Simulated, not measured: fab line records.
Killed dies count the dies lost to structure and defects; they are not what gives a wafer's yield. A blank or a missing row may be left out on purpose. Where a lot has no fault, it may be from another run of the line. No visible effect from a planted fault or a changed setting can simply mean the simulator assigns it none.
Lot-split experiment + flow rit-cmos + 23 wafers read from 5 lots, route of 202 steps

THE SPLIT
At RIT_SDANNEAL_CLEAN_00 (cleans in SC1, time 600 s), the setting temp-c was moved away from the recipe's 75 C on 10 of the 23 wafers read, by +4.3% to +4.9%. The other wafers ran this setting at the recipe's value.

The reading is taken at the split's own step.

THE READING
poly-Si_of_GATE_CVD_08.thk-nm (the simulator's own value, which no gauge read), in nm, at RIT_SDANNEAL_CLEAN_00 (cleans in SC1, time 600 s). No usual value for it is given in the file. Here, 13 wafers ran the recipe; their average is 155.2 nm with a standard deviation of 8.9 nm.

| wafer  | tool, chamber at the split | temp-c as run, C | against the recipe | poly-Si_of_GATE_CVD_08.thk-nm, nm | against lot-mates on the recipe |
|--------|----------------------------|------------------|--------------------|-----------------------------------|---------------------------------|
| L075.1 | -, -                       | 75               | recipe             | 162.2                             | -                               |
| L075.2 | -, -                       | 75               | recipe             | 161.8                             | -                               |
| L075.5 | -, -                       | 75               | recipe             | 161.8                             | -                               |
| L075.4 | -, -                       | 75               | recipe             | 165.3                             | -                               |
| L075.6 | -, -                       | 75               | recipe             | 163.5                             | -                               |
| L079.2 | -, -                       | 78.23            | +4.3%              | 172.6                             | no lot-mate on the recipe       |
| L079.3 | -, -                       | 78.23            | +4.3%              | 175.1                             | no lot-mate on the recipe       |
| L079.4 | -, -                       | 78.23            | +4.3%              | 171.9                             | no lot-mate on the recipe       |
| L079.5 | -, -                       | 78.23            | +4.3%              | 177.4                             | no lot-mate on the recipe       |
| L079.6 | -, -                       | 78.23            | +4.3%              | 174.1                             | no lot-mate on the recipe       |
| L080.2 | -, -                       | 78.67            | +4.9%              | 182.4                             | no lot-mate on the recipe       |
| L080.3 | -, -                       | 78.67            | +4.9%              | 179.6                             | no lot-mate on the recipe       |
| L080.4 | -, -                       | 78.67            | +4.9%              | 185.3                             | no lot-mate on the recipe       |
| L080.5 | -, -                       | 78.67            | +4.9%              | 178.8                             | no lot-mate on the recipe       |
| L080.6 | -, -                       | 78.67            | +4.9%              | 182.1                             | no lot-mate on the recipe       |
| L082.2 | -, -                       | 75               | recipe             | 146.8                             | -                               |
| L082.3 | -, -                       | 75               | recipe             | 143.8                             | -                               |
| L082.4 | -, -                       | 75               | recipe             | 141.8                             | -                               |
| L082.5 | -, -                       | 75               | recipe             | 145.1                             | -                               |
| L082.6 | -, -                       | 75               | recipe             | 143.6                             | -                               |
| L084.1 | wet-bench-02, 3            | 75               | recipe             | 157.8                             | -                               |
| L084.2 | wet-bench-02, 3            | 75               | recipe             | 160.4                             | -                               |
| L084.6 | wet-bench-02, 3            | 75               | recipe             | 163.4                             | -                               |

THE FIT
A straight line over all 23 wafers: poly-Si_of_GATE_CVD_08.thk-nm changes by +5 nm for each +1% of temp-c; r = +0.85; the points scatter about the line by 7.3 nm.
Too few moved wafers have a lot-mate on the recipe to fit a line with each lot's own level taken away.

THE FILE'S OWN FIT
poly-Si_of_GATE_CVD_08.thk-nm changes by +5.01 nm for each +1% of temp-c, r = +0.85.
